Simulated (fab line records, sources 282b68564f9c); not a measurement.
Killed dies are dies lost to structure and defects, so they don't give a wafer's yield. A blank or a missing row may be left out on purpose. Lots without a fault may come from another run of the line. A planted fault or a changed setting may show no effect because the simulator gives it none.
Problem report in the 8D (eight disciplines) form, filled by code | flow rit_cmos | the parts of the form that need people (team, actions taken, sign-off) are left out

1. THE PROBLEM
PWELL_RS at RIT_WELLDRIVE_RS_MEAS_02 reads a mean of 417.6 ohm/sq on 9 wafers of 3 lots; wafers without a fault read 429.3 ohm/sq with a standard deviation of 1.2. That is -9.8 standard deviations from the usual mean.
The step: measures by four-point-probe.
First seen on wafer L832.2, day 3 17:05, on film_metro-02. The record holds 45 wafers of 15 lots with a number at this step. Rule for "out", or "out of limits": more than 4 standard deviations from the usual mean. The other wafers with a number count as sound.

2. WHAT IT IS AND WHAT IT IS NOT
question                    | is                           | is not
which readings at this step | PWELL_RS                     | -
which lots                  | L832, L833, L834             | L825, L826, L827, L830, L831, L835, L843, L844, L845, L846, L847, L848
which wafers of those lots  | all that have a number       | -
read on which gauges        | film_metro-01, film_metro-02 | film_metro-04
when                        | from day 3 17:05             | up to then (15 sound wafers); but 21 sound wafers of L835, L843, L844, L845, L846, L847, L848 came after

3. SUSPECTS, AND WHAT RULES EACH OUT
Counting: a tool at a process step up to the reading stays a suspect if it ran every lot that is out and no sound lot after the first of them.
- the gauge at RIT_WELLDRIVE_RS_MEAS_02: ruled out. The wafers that are out were read on 2 gauges (film_metro-01, film_metro-02).
- implanter-02 at RIT_PWELL_IMPLANT_08: kept. It ran every lot that is out, first L832 (day 3 11:31), and no sound lot after that; its last sound lot up to then is L831 (day 3 07:44). Its own readings are out on those wafers: beam_energy_keV.
Left after counting: implanter-02 at RIT_PWELL_IMPLANT_08.

4. THE CAUSE (what the simulator had put in)
Process parameter drift: implanter-02, from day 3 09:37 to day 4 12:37, at RIT_PWELL_IMPLANT_08. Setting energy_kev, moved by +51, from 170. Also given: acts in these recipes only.
Counting left only this tool.

5. THE CHAIN OF EFFECTS, in route order
Each row: a reading whose mean over the struck wafers that have a number lies more than 3 standard deviations from the usual. Only readings for which the record gives a usual standard deviation are gone through. hours: the time from each lot's start at the first step in this table that gives one to its start at this step, as a median over the lots. sigmas: the change in usual standard deviations.
hours | step                     | reading         | usual        | on struck wafers | change | sigmas
0     | RIT_PWELL_IMPLANT_08     | beam_energy_keV | 170.00       | 220.95           | +50.95 | +99 or more
6     | RIT_WELLDRIVE_RS_MEAS_02 | PWELL_RS        | 429.3 ohm/sq | 417.6            | -11.7  | -9.8
The process steps in it:
- RIT_PWELL_IMPLANT_08

6. WHAT WOULD HAVE CAUGHT IT SOONER
In this record the first reading out of limits at a measuring or inspecting step was taken at day 3 17:05, 7 hours after the fault began at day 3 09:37.
The tool's own readings at RIT_PWELL_IMPLANT_08 were out on every struck wafer that the step has a row for (beam_energy_keV): an alarm limit on them would have fired on the first of those.
Of the lots that are out (3), L834 began RIT_PWELL_IMPLANT_08 on implanter-02 after day 3 17:05. A hold on the tool at that time would have spared it.
